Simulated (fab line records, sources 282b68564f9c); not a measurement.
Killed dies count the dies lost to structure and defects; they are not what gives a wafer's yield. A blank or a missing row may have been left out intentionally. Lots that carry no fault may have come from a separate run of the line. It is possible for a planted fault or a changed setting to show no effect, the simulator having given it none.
fab line records + flow ritCmos
record:
- lots: 13
- wafers: 39
- lastDay: 7
route steps=202 shown NRETRO@59 NLDD@113 CONTACT@169 M1@184
lots with no fault: from the same line, run without faults
startH: start of the lot's first displayed wafer, in hours after the record's first day + waitH: time in hours since the lot's previous step + " the same as in the row above + L1.1+2: one row covering several wafers at once + - no value present, or no start provided + * or withheld: withheld + < > ~ a bound
route shown NAME@n: NAME is a module with steps in the file, n the number in the route of the first one + usual: the fault-free wafers' mean and standard deviation + same: alike in all rows + chamber/n: place in a boat + sites: per-site readings + _std_site: their standard deviation + _edge_site: mean of outer sites minus mean of inner sites + radiusMm: for every site, how far away it sits from the centre of the wafer + mask NAME#n: copy n + behind: the most recent tool/chamber to have shaped the wafer + hold: cause of the lot's hold/its duration in hours/its outcome + device: names the non-switching transistor (n, p or np) + end of line: the same wafers' tests at the end of the route + a step with no rows: only its recipe + killed: dies that structure and defects cost at the first sort, which is not the same as the wafer's yield + map: dies across one wafer; x = killed, . = not, _ = none there
set.NAME: setting as actually run; set.NAME@STEP: the setting as run at that earlier step + model.NAME: the simulator's own value behind a step, which no gauge read
the route's steps for a sample of lots (tables are steps, rows are wafers)
services: the hour from which a tool's chamber was out of use, counted from the record's first day as startH (under 0 if before that day), plus the number of hours and why
== steps ==
step: RIT_NRETRO_OVL_MEAS_06
usual:
- NRETRO_OVL: -0.7/1.1
| lot.wafer | tool       | chamber | startH | waitH | NRETRO_OVL[nm] |
|-----------|------------|---------|--------|-------|----------------|
| L375.1    | overlay-01 | -       | 33.84  | -     | -1.1           |
| L375.4    | "          | -       | "      | "     | 0.5            |
| L375.6    | "          | -       | "      | "     | -0.6           |
| L376.2    | overlay-02 | -       | 38.33  | -     | 0.2            |
| L376.3    | "          | -       | "      | "     | -0.1           |
| L376.4    | "          | -       | "      | "     | 0.4            |
| L377.1    | overlay-01 | -       | 40.40  | -     | -0.8           |
| L377.2    | "          | -       | "      | "     | 0.5            |
| L377.5    | "          | -       | "      | "     | 0.3            |
| L378.2    | overlay-02 | -       | 44.49  | -     | -0.6           |
| L378.5    | "          | -       | "      | "     | -1.2           |
| L378.6    | "          | -       | "      | "     | -0.9           |
| L379.2    | overlay-01 | -       | 50.17  | -     | -1.5           |
| L379.3    | "          | -       | "      | "     | -1.7           |
| L379.4    | "          | -       | "      | "     | -2.5           |
| L380.3    | overlay-01 | -       | 55.26  | -     | -1.8           |
| L380.4    | "          | -       | "      | "     | -2.2           |
| L380.6    | "          | -       | "      | "     | -1.5           |
| L382.1    | overlay-02 | -       | 63.68  | -     | -0.7           |
| L382.2    | "          | -       | "      | "     | -0.6           |
| L382.4    | "          | -       | "      | "     | -0.3           |
| L383.1    | overlay-01 | -       | 69.82  | -     | -0.4           |
| L383.5    | "          | -       | "      | "     | 0.6            |
| L383.6    | "          | -       | "      | "     | -1.1           |
| L386.2    | overlay-01 | -       | 83.88  | -     | -0.3           |
| L386.4    | "          | -       | "      | "     | 0.2            |
| L386.5    | "          | -       | "      | "     | -1.6           |
| L387.2    | overlay-02 | -       | 89.13  | -     | -1.5           |
| L387.3    | "          | -       | "      | "     | -1.2           |
| L387.4    | "          | -       | "      | "     | -0.8           |
| L394.2    | overlay-01 | -       | 125.43 | -     | -0.7           |
| L394.3    | "          | -       | "      | "     | -1.4           |
| L394.5    | "          | -       | "      | "     | -1.9           |
| L396.2    | overlay-01 | -       | 133.88 | -     | -0.5           |
| L396.4    | "          | -       | "      | "     | 0.1            |
| L396.5    | "          | -       | "      | "     | 0.7            |
| L398.2    | overlay-01 | -       | 143.78 | -     | 0.0            |
| L398.5    | "          | -       | "      | "     | -2.2           |
| L398.6    | "          | -       | "      | "     | -0.1           |
step: RIT_NLDD_TW_MEAS_10
usual:
- NLDD_TW: 2457/27
| lot.wafer | tool         | chamber | startH | waitH | NLDD_TW |
|-----------|--------------|---------|--------|-------|---------|
| L375.1    | filmMetro-01 | -       | 47.76  | 0.1   | 2417    |
| L375.4    | "            | -       | "      | "     | 2414    |
| L375.6    | "            | -       | "      | "     | 2419    |
| L376.2    | filmMetro-04 | -       | 51.16  | 0.1   | 2481    |
| L376.3    | "            | -       | "      | "     | 2482    |
| L376.4    | "            | -       | "      | "     | 2473    |
| L377.1    | filmMetro-03 | -       | 52.69  | 0.1   | 2458    |
| L377.2    | "            | -       | "      | "     | 2457    |
| L377.5    | "            | -       | "      | "     | 2451    |
| L378.2    | filmMetro-04 | -       | 58.17  | 0.1   | 2482    |
| L378.5    | "            | -       | "      | "     | 2478    |
| L378.6    | "            | -       | "      | "     | 2487    |
| L379.2    | filmMetro-03 | -       | 62.83  | 0.1   | 2446    |
| L379.3    | "            | -       | "      | "     | 2438    |
| L379.4    | "            | -       | "      | "     | 2446    |
| L380.3    | filmMetro-03 | -       | 69.03  | 0.1   | 2452    |
| L380.4    | "            | -       | "      | "     | 2457    |
| L380.6    | "            | -       | "      | "     | 2447    |
| L382.1    | filmMetro-04 | -       | 76.40  | 0.1   | 2483    |
| L382.2    | "            | -       | "      | "     | 2476    |
| L382.4    | "            | -       | "      | "     | 2480    |
| L383.1    | filmMetro-03 | -       | 82.50  | 0.1   | 2466    |
| L383.5    | "            | -       | "      | "     | 2471    |
| L383.6    | "            | -       | "      | "     | 2457    |
| L386.2    | filmMetro-03 | -       | 96.66  | 0.1   | 2451    |
| L386.4    | "            | -       | "      | "     | 2461    |
| L386.5    | "            | -       | "      | "     | 2448    |
| L387.2    | filmMetro-01 | -       | 101.96 | 0.1   | 2417    |
| L387.3    | "            | -       | "      | "     | 2426    |
| L387.4    | "            | -       | "      | "     | 2414    |
| L394.2    | filmMetro-04 | -       | 138.03 | 0.1   | 2491    |
| L394.3    | "            | -       | "      | "     | 2492    |
| L394.5    | "            | -       | "      | "     | 2496    |
| L396.2    | filmMetro-04 | -       | 146.15 | 0.1   | 2497    |
| L396.4    | "            | -       | "      | "     | 2484    |
| L396.5    | "            | -       | "      | "     | 2488    |
| L398.2    | filmMetro-03 | -       | 156.47 | 0.1   | 2454    |
| L398.5    | "            | -       | "      | "     | 2451    |
| L398.6    | "            | -       | "      | "     | 2444    |
step: RIT_CONTACT_THK_MEAS_01
recipe:
- reads: SiO2_of_CONTACT_CVD_00
usual:
- CONTACT_TEOS_THK: 399/5.2
| lot.wafer | tool         | chamber | startH | waitH | CONTACT_TEOS_THK[nm] |
|-----------|--------------|---------|--------|-------|----------------------|
| L375.1    | filmMetro-02 | -       | 56.09  | 0.0   | 394                  |
| L375.4    | "            | -       | "      | "     | 404                  |
| L375.6    | "            | -       | "      | "     | 402                  |
| L376.2    | filmMetro-03 | -       | 60.14  | 0.0   | 389                  |
| L376.3    | "            | -       | "      | "     | 395                  |
| L376.4    | "            | -       | "      | "     | 399                  |
| L377.1    | filmMetro-03 | -       | 61.48  | 0.0   | 395                  |
| L377.2    | "            | -       | "      | "     | 398                  |
| L377.5    | "            | -       | "      | "     | 405                  |
| L378.2    | filmMetro-03 | -       | 67.73  | 0.0   | 391                  |
| L378.5    | "            | -       | "      | "     | 397                  |
| L378.6    | "            | -       | "      | "     | 393                  |
| L379.2    | filmMetro-03 | -       | 71.37  | 0.0   | 398                  |
| L379.3    | "            | -       | "      | "     | 404                  |
| L379.4    | "            | -       | "      | "     | 404                  |
| L380.3    | filmMetro-02 | -       | 77.64  | 0.0   | 400                  |
| L380.4    | "            | -       | "      | "     | 404                  |
| L380.6    | "            | -       | "      | "     | 408                  |
| L382.1    | filmMetro-02 | -       | 85.27  | 0.0   | 402                  |
| L382.2    | "            | -       | "      | "     | 397                  |
| L382.4    | "            | -       | "      | "     | 404                  |
| L383.1    | filmMetro-04 | -       | 91.07  | 0.0   | 395                  |
| L383.5    | "            | -       | "      | "     | 407                  |
| L383.6    | "            | -       | "      | "     | 402                  |
| L386.2    | filmMetro-03 | -       | 105.41 | 0.0   | 399                  |
| L386.4    | "            | -       | "      | "     | 407                  |
| L386.5    | "            | -       | "      | "     | 401                  |
| L387.2    | filmMetro-03 | -       | 110.43 | 0.0   | 397                  |
| L387.3    | "            | -       | "      | "     | 394                  |
| L387.4    | "            | -       | "      | "     | 403                  |
| L394.2    | filmMetro-03 | -       | 147.21 | 0.0   | 395                  |
| L394.3    | "            | -       | "      | "     | 401                  |
| L394.5    | "            | -       | "      | "     | 406                  |
| L396.2    | filmMetro-03 | -       | 154.96 | 0.0   | 393                  |
| L396.4    | "            | -       | "      | "     | 397                  |
| L396.5    | "            | -       | "      | "     | 405                  |
| L398.2    | filmMetro-04 | -       | 164.93 | 0.0   | 395                  |
| L398.5    | "            | -       | "      | "     | 400                  |
| L398.6    | "            | -       | "      | "     | 401                  |
step: RIT_M1_SPUTTER_00
recipe:
- material: Al
- targetThkNm: 400
- powerW: 2000
- chamberPressurePa: 0.4
- gas: Ar
- timeS: 500
- substrateTempC: 25
usual:
- throttleValvePct: 30.2/1.2
| lot.wafer | tool          | chamber | startH | waitH | throttleValvePct |
|-----------|---------------|---------|--------|-------|------------------|
| L375.1    | pvdSputter-04 | -       | 58.37  | 0.0   | 31.2             |
| L375.4    | "             | -       | "      | "     | 31.5             |
| L375.6    | "             | -       | "      | "     | 31.3             |
| L376.2    | pvdSputter-01 | -       | 62.45  | 0.0   | 29.9             |
| L376.3    | "             | -       | "      | "     | 29.7             |
| L376.4    | "             | -       | "      | "     | 28.5             |
| L377.1    | pvdSputter-04 | -       | 63.83  | 0.0   | 29.2             |
| L377.2    | "             | -       | "      | "     | 31.7             |
| L377.5    | "             | -       | "      | "     | 31.2             |
| L378.2    | pvdSputter-03 | -       | 69.90  | 0.0   | 29.7             |
| L378.5    | "             | -       | "      | "     | 29.8             |
| L378.6    | "             | -       | "      | "     | 29.6             |
| L379.2    | pvdSputter-04 | -       | 73.55  | 0.0   | 30.9             |
| L379.3    | "             | -       | "      | "     | 29.1             |
| L379.4    | "             | -       | "      | "     | 31.5             |
| L380.3    | pvdSputter-03 | -       | 79.92  | 0.0   | 29.8             |
| L380.4    | "             | -       | "      | "     | 29.8             |
| L380.6    | "             | -       | "      | "     | 29.7             |
| L382.1    | pvdSputter-04 | -       | 87.56  | 0.0   | 31.4             |
| L382.2    | "             | -       | "      | "     | 29.3             |
| L382.4    | "             | -       | "      | "     | 29.3             |
| L383.1    | pvdSputter-01 | -       | 93.39  | 0.0   | 28.5             |
| L383.5    | "             | -       | "      | "     | 28.5             |
| L383.6    | "             | -       | "      | "     | 29.8             |
| L386.2    | pvdSputter-04 | -       | 107.62 | 0.0   | 31.6             |
| L386.4    | "             | -       | "      | "     | 29.2             |
| L386.5    | "             | -       | "      | "     | 29.3             |
| L387.2    | pvdSputter-01 | -       | 112.60 | 0.0   | 29.6             |
| L387.3    | "             | -       | "      | "     | 28.3             |
| L387.4    | "             | -       | "      | "     | 32.1             |
| L394.2    | pvdSputter-04 | -       | 149.37 | 0.0   | 31.6             |
| L394.3    | "             | -       | "      | "     | 29.9             |
| L394.5    | "             | -       | "      | "     | 31.7             |
| L396.2    | pvdSputter-04 | -       | 157.36 | 0.0   | 29.4             |
| L396.4    | "             | -       | "      | "     | 31.2             |
| L396.5    | "             | -       | "      | "     | 28.9             |
| L398.2    | pvdSputter-04 | -       | 167.17 | 0.0   | 31.4             |
| L398.5    | "             | -       | "      | "     | 28.9             |
| L398.6    | "             | -       | "      | "     | 29.5             |
step: RIT_M1_RS_MEAS_01
recipe:
- thkMeasGauge: four-point-probe
- reads: Al_of_M1_SPUTTER_00
usual:
- M1_AL_RS: 0.0737/0.00094
| lot.wafer | tool         | chamber | startH | waitH | M1_AL_RS[ohm/sq] |
|-----------|--------------|---------|--------|-------|------------------|
| L375.1    | filmMetro-04 | -       | 58.67  | 0.1   | 0.0737           |
| L375.4    | "            | -       | "      | "     | 0.0741           |
| L375.6    | "            | -       | "      | "     | 0.0738           |
| L376.2    | filmMetro-04 | -       | 62.76  | 0.2   | 0.0738           |
| L376.3    | "            | -       | "      | "     | 0.0748           |
| L376.4    | "            | -       | "      | "     | 0.0755           |
| L377.1    | filmMetro-04 | -       | 64.12  | 0.1   | 0.0735           |
| L377.2    | "            | -       | "      | "     | 0.0746           |
| L377.5    | "            | -       | "      | "     | 0.0732           |
| L378.2    | filmMetro-03 | -       | 70.22  | 0.2   | 0.0756           |
| L378.5    | "            | -       | "      | "     | 0.0754           |
| L378.6    | "            | -       | "      | "     | 0.0755           |
| L379.2    | filmMetro-01 | -       | 73.86  | 0.2   | 0.0736           |
| L379.3    | "            | -       | "      | "     | 0.0722           |
| L379.4    | "            | -       | "      | "     | 0.0746           |
| L380.3    | filmMetro-04 | -       | 80.25  | 0.2   | 0.0742           |
| L380.4    | "            | -       | "      | "     | 0.0738           |
| L380.6    | "            | -       | "      | "     | 0.0739           |
| L382.1    | filmMetro-01 | -       | 87.86  | 0.1   | 0.0748           |
| L382.2    | "            | -       | "      | "     | 0.0733           |
| L382.4    | "            | -       | "      | "     | 0.0732           |
| L383.1    | filmMetro-04 | -       | 93.68  | 0.1   | 0.0741           |
| L383.5    | "            | -       | "      | "     | 0.0737           |
| L383.6    | "            | -       | "      | "     | 0.0718           |
| L386.2    | filmMetro-04 | -       | 107.94 | 0.2   | 0.0747           |
| L386.4    | "            | -       | "      | "     | 0.0729           |
| L386.5    | "            | -       | "      | "     | 0.0745           |
| L387.2    | filmMetro-04 | -       | 112.91 | 0.2   | 0.0729           |
| L387.3    | "            | -       | "      | "     | 0.1334           |
| L387.4    | "            | -       | "      | "     | 0.0723           |
| L394.2    | filmMetro-04 | -       | 149.68 | 0.2   | 0.0733           |
| L394.3    | "            | -       | "      | "     | 0.0740           |
| L394.5    | "            | -       | "      | "     | 0.0741           |
| L396.2    | filmMetro-01 | -       | 157.68 | 0.2   | 0.0750           |
| L396.4    | "            | -       | "      | "     | 0.0744           |
| L396.5    | "            | -       | "      | "     | 0.0743           |
| L398.2    | filmMetro-04 | -       | 167.48 | 0.2   | 0.0725           |
| L398.5    | "            | -       | "      | "     | 0.0730           |
| L398.6    | "            | -       | "      | "     | 0.0732           |
step: RIT_M1_THK_MEAS_02
recipe:
- thkMeasGauge: xrf
- reads: Al_of_M1_SPUTTER_00
usual:
- M1_AL_THK: 403/5.2
| lot.wafer | tool         | chamber | startH | waitH | M1_AL_THK[nm] |
|-----------|--------------|---------|--------|-------|---------------|
| L375.1    | filmMetro-04 | -       | 58.79  | 0.1   | 403           |
| L375.4    | "            | -       | "      | "     | 402           |
| L375.6    | "            | -       | "      | "     | 402           |
| L376.2    | filmMetro-04 | -       | 62.87  | 0.1   | 405           |
| L376.3    | "            | -       | "      | "     | 398           |
| L376.4    | "            | -       | "      | "     | 395           |
| L377.1    | filmMetro-04 | -       | 64.24  | 0.1   | 404           |
| L377.2    | "            | -       | "      | "     | 398           |
| L377.5    | "            | -       | "      | "     | 406           |
| L378.2    | filmMetro-03 | -       | 70.33  | 0.1   | 393           |
| L378.5    | "            | -       | "      | "     | 391           |
| L378.6    | "            | -       | "      | "     | 395           |
| L379.2    | filmMetro-01 | -       | 73.97  | 0.1   | 404           |
| L379.3    | "            | -       | "      | "     | 410           |
| L379.4    | "            | -       | "      | "     | 399           |
| L380.3    | filmMetro-04 | -       | 80.35  | 0.1   | 398           |
| L380.4    | "            | -       | "      | "     | 402           |
| L380.6    | "            | -       | "      | "     | 402           |
| L382.1    | filmMetro-01 | -       | 87.98  | 0.1   | 395           |
| L382.2    | "            | -       | "      | "     | 404           |
| L382.4    | "            | -       | "      | "     | 405           |
| L383.1    | filmMetro-04 | -       | 93.80  | 0.1   | 400           |
| L383.5    | "            | -       | "      | "     | 400           |
| L383.6    | "            | -       | "      | "     | 412           |
| L386.2    | filmMetro-04 | -       | 108.05 | 0.1   | 398           |
| L386.4    | "            | -       | "      | "     | 408           |
| L386.5    | "            | -       | "      | "     | 397           |
| L387.2    | filmMetro-04 | -       | 113.02 | 0.1   | 407           |
| L387.3    | "            | -       | "      | "     | 226           |
| L387.4    | "            | -       | "      | "     | 409           |
| L394.2    | filmMetro-04 | -       | 149.79 | 0.1   | 403           |
| L394.3    | "            | -       | "      | "     | 399           |
| L394.5    | "            | -       | "      | "     | 400           |
| L396.2    | filmMetro-01 | -       | 157.79 | 0.1   | 395           |
| L396.4    | "            | -       | "      | "     | 402           |
| L396.5    | "            | -       | "      | "     | 400           |
| L398.2    | filmMetro-04 | -       | 167.59 | 0.1   | 407           |
| L398.5    | "            | -       | "      | "     | 406           |
| L398.6    | "            | -       | "      | "     | 404           |
step: RIT_M1_METAL_ETCH_12
recipe:
- stopOn: SiO2
- chemistry: Cl2/BCl3
- target: Al
- timeS: 165
- overEtchFrac: 0.5
- pressureMtorr: 100
- targetDepthA: 6000
- rfW: 250
- Cl2_flow_sccm: 60
- bcl3FlowSccm: 50
usual:
- drypumpMotorCurrentA: 5.51/0.27
- oesProductAu: 0.784/0.014
- throttleValvePct: 8.14/0.11
| lot.wafer | tool        | chamber | startH | waitH | drypumpMotorCurrentA | oesProductAu | rfHoursCounterH | throttleValvePct |
|-----------|-------------|---------|--------|-------|----------------------|--------------|-----------------|------------------|
| L375.1    | rieMetal-02 | 1       | 60.19  | 0.2   | 5.64                 | 0.790        | 1               | 7.99             |
| L375.4    | "           | 1       | "      | "     | 5.66                 | 0.786        | -               | 8.00             |
| L375.6    | "           | 0       | "      | "     | 5.56                 | 0.778        | -               | 8.21             |
| L376.2    | rieMetal-01 | 1       | 64.52  | 0.2   | 5.83                 | 0.768        | 4               | 8.32             |
| L376.3    | "           | 0       | "      | "     | 5.29                 | 0.795        | -               | 8.14             |
| L376.4    | "           | 1       | "      | "     | 5.85                 | 0.756        | -               | 8.31             |
| L377.1    | rieMetal-04 | 1       | 65.71  | 0.2   | 5.60                 | 0.781        | 38              | 8.16             |
| L377.2    | "           | 0       | "      | "     | 4.92                 | 0.769        | 33              | 8.04             |
| L377.5    | "           | 0       | "      | "     | 4.94                 | 0.781        | -               | 8.04             |
| L378.2    | rieMetal-02 | 0       | 71.66  | 0.2   | 5.56                 | 0.767        | 1               | 8.19             |
| L378.5    | "           | 1       | "      | "     | 5.63                 | 0.778        | -               | 7.99             |
| L378.6    | "           | 0       | "      | "     | 5.57                 | 0.764        | -               | 8.20             |
| L379.2    | rieMetal-01 | 0       | 75.43  | 0.2   | 5.29                 | 0.802        | 4               | 8.14             |
| L379.3    | "           | 1       | "      | "     | 5.80                 | 0.778        | -               | 8.28             |
| L379.4    | "           | 0       | "      | "     | 5.30                 | 0.802        | -               | 8.16             |
| L380.3    | rieMetal-04 | 0       | 81.73  | 0.2   | 4.96                 | 0.771        | -               | 8.05             |
| L380.4    | "           | 1       | "      | "     | 5.57                 | 0.789        | -               | 8.16             |
| L380.6    | "           | 0       | "      | "     | 4.96                 | 0.782        | -               | 8.03             |
| L382.1    | rieMetal-01 | 0       | 89.37  | 0.2   | 5.29                 | 0.799        | 4               | 8.13             |
| L382.2    | "           | 1       | "      | "     | 5.82                 | 0.771        | 4               | 8.30             |
| L382.4    | "           | 0       | "      | "     | 5.31                 | 0.807        | -               | 8.14             |
| L383.1    | rieMetal-04 | 0       | 95.29  | 0.2   | 4.94                 | 0.779        | 33              | 8.05             |
| L383.5    | "           | 0       | "      | "     | 4.94                 | 0.783        | -               | 8.03             |
| L383.6    | "           | 1       | "      | "     | 5.60                 | 0.787        | -               | 8.15             |
| L386.2    | rieMetal-04 | 0       | 109.51 | 0.2   | 4.96                 | 0.767        | 34              | 8.06             |
| L386.4    | "           | 0       | "      | "     | 4.96                 | 0.782        | -               | 8.05             |
| L386.5    | "           | 1       | "      | "     | 5.58                 | 0.786        | -               | 8.14             |
| L387.2    | rieMetal-02 | 0       | 114.45 | 0.2   | 5.55                 | 0.786        | 1               | 8.20             |
| L387.3    | "           | 0       | "      | "     | 5.53                 | 0.582        | -               | 8.23             |
| L387.4    | "           | 1       | "      | "     | 5.67                 | 0.789        | -               | 7.99             |
| L394.2    | rieMetal-02 | 1       | 151.65 | 0.2   | 5.68                 | 0.792        | 2               | 7.98             |
| L394.3    | "           | 0       | "      | "     | 5.55                 | 0.770        | -               | 8.21             |
| L394.5    | "           | 1       | "      | "     | 5.65                 | 0.795        | -               | 7.97             |
| L396.2    | rieMetal-04 | 1       | 159.25 | 0.2   | 5.60                 | 0.783        | 0               | 8.16             |
| L396.4    | "           | 0       | "      | "     | 4.96                 | 0.781        | -               | 8.05             |
| L396.5    | "           | 1       | "      | "     | 5.62                 | 0.786        | -               | 8.16             |
| L398.2    | rieMetal-01 | 1       | 169.05 | 0.2   | 5.82                 | 0.776        | 5               | 8.29             |
| L398.5    | "           | 1       | "      | "     | 5.82                 | 0.772        | -               | 8.30             |
| L398.6    | "           | 0       | "      | "     | 5.30                 | 0.801        | -               | 8.14             |
step: RIT_M1_PROBE_99
usual:
- defectLimitedYield: 97.6/1.1
- killedAtContacts: 0.1/0.27
- killedAtFrontEnd: 6.1/2.9
- killedDies: 6.2/2.9
- killedOpen: 3.2/1.9
- killedShort: 3/1.9
- sort_bin_3_pad_short: 0.1/0.2
- sort_bin_5_function: 1.3/0.77
- sort_bin_6_memory: 0.9/0.64
- sortNPass: 257.8/2.9
- sortYieldPct: 97.6/1.1
same:
- grossDies: 264
- killed_at_M0_to_M3: 0
- killed_at_M4_up: 0
- killedAtBackSide: 0
- killedAtOther: 0
| lot.wafer | tool      | chamber | startH | waitH | defectLimitedYield[%] | killedAtContacts | killedAtFrontEnd | killedDies | killedOpen | killedShort | sort_bin_3_pad_short[%] | sort_bin_5_function[%] | sort_bin_6_memory[%] | sortNPass | sortYieldPct[%] |
|-----------|-----------|---------|--------|-------|-----------------------|------------------|------------------|------------|------------|-------------|-------------------------|------------------------|----------------------|-----------|-----------------|
| L383.1    | prober-01 | -       | 97.54  | 0.1   | 97.3                  | 0                | 7                | 7          | 2          | 5           | 0.4                     | 1.9                    | 0.4                  | 257.0     | 97.3            |
| L383.5    | prober-01 | -       | 97.74  | 0.2   | 98.5                  | 0                | 4                | 4          | 3          | 1           | 0                       | 0.8                    | 0.8                  | 260.0     | 98.5            |
| L383.6    | prober-01 | -       | 97.79  | 0.2   | 99.2                  | 0                | 2                | 2          | 2          | 0           | 0                       | 0.8                    | 0                    | 262.0     | 99.2            |
| L386.2    | prober-01 | -       | 111.81 | 0.1   | 98.1                  | 0                | 5                | 5          | 4          | 1           | 0                       | 1.1                    | 0.8                  | 259.0     | 98.1            |
| L386.4    | prober-01 | -       | 111.91 | 0.2   | 97.7                  | 0                | 6                | 6          | 4          | 2           | 0                       | 1.9                    | 0.4                  | 258.0     | 97.7            |
| L386.5    | prober-01 | -       | 111.96 | 0.2   | 98.5                  | 0                | 4                | 4          | 3          | 1           | 0.4                     | 0.8                    | 0.4                  | 260.0     | 98.5            |
killed by level:class
L383.1 REOX:geometricParticle:short=2 FOX1:geometricParticle:short=1 FOX1:geometricParticle:open=1 FOX2:geometricParticle:short=1 SILICIDE:geometricParticle:open=1 SILICIDE:geometricParticle:short=1
L383.5 SILICIDE:geometricParticle:open=3 GATE:geometricParticle:short=1
L383.6 GATE:geometricParticle:open=1 SILICIDE:geometricParticle:open=1
L386.2 FOX1:geometricParticle:open=1 GATE:geometricParticle:open=1 REOX:geometricParticle:open=1 SPACER:geometricParticle:open=1 SPACER:geometricParticle:short=1
L386.4 SPACER:geometricParticle:open=2 FOX2:geometricParticle:open=1 REOX:geometricParticle:short=1 SPACER:geometricParticle:short=1 SILICIDE:geometricParticle:open=1
L386.5 FOX1:geometricParticle:open=1 FOX2:geometricParticle:open=1 SILICIDE:geometricParticle:short=1 SILICIDE:geometricParticle:open=1
== services ==
| tool          | chamber | startH | hours | kind      |
|---------------|---------|--------|-------|-----------|
| rieMetal-04   | 0       | 39.82  | 8.1   | repair    |
| pvdSputter-01 | -       | 80.20  | 2.9   | repair    |
| rieMetal-01   | 1       | 80.46  | 4.8   | repair    |
| rieMetal-04   | -       | 80.53  | 0.9   | repair    |
| rieMetal-02   | -       | 88.21  | 1.5   | repair    |
| rieMetal-02   | -       | 91.58  | 0.8   | repair    |
| rieMetal-01   | -       | 126.78 | 2.8   | pm        |
| rieMetal-02   | 0       | 126.78 | 15.6  | repair    |
| pvdSputter-03 | -       | 130.94 | 1.0   | repair    |
| rieMetal-04   | -       | 136.12 | 20.0  | pm        |
| rieMetal-04   | 0       | 136.12 | 20.0  | ventCycle |
| rieMetal-04   | 1       | 136.12 | 20.0  | ventCycle |
| rieMetal-01   | -       | 138.47 | 0.3   | repair    |
| rieMetal-04   | 0       | 156.12 | -     | clean     |
| rieMetal-04   | 1       | 156.12 | -     | clean     |
== key ==
firstSign:
- step: RIT_M1_RS_MEAS_01
- reading: M1_AL_RS
- direction: up
- sigmas: 63
- usual: 0.0737
- struck: 0.1334
effect:
- step: RIT_M1_THK_MEAS_02
- reading: M1_AL_THK
- direction: down
- sigmas: 34
- usual: 403
- struck: 226
effect:
- step: RIT_M1_METAL_ETCH_12
- reading: oesProductAu
- direction: down
- sigmas: 14
- usual: 0.784
- struck: 0.582
metAt RIT_M1_SPUTTER_00
struckLots L387
struckWafers L387.3
notActingAt RIT_NRETRO_OVL_MEAS_06,RIT_NLDD_TW_MEAS_10,RIT_CONTACT_THK_MEAS_01
onsetBetween 93.39 112.60
fault:
- kind: processParameterDrift
- tool: pvdSputter-01
- chamber: -
- onsetH: 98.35
- steps: RIT_M1_SPUTTER_00
- channel: targetThkNm
- offset: -173.14
- shape: step
- endH: 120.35
- actsIn: theseRecipesOnly
- stated: 400
- scope: struckWafersOnly
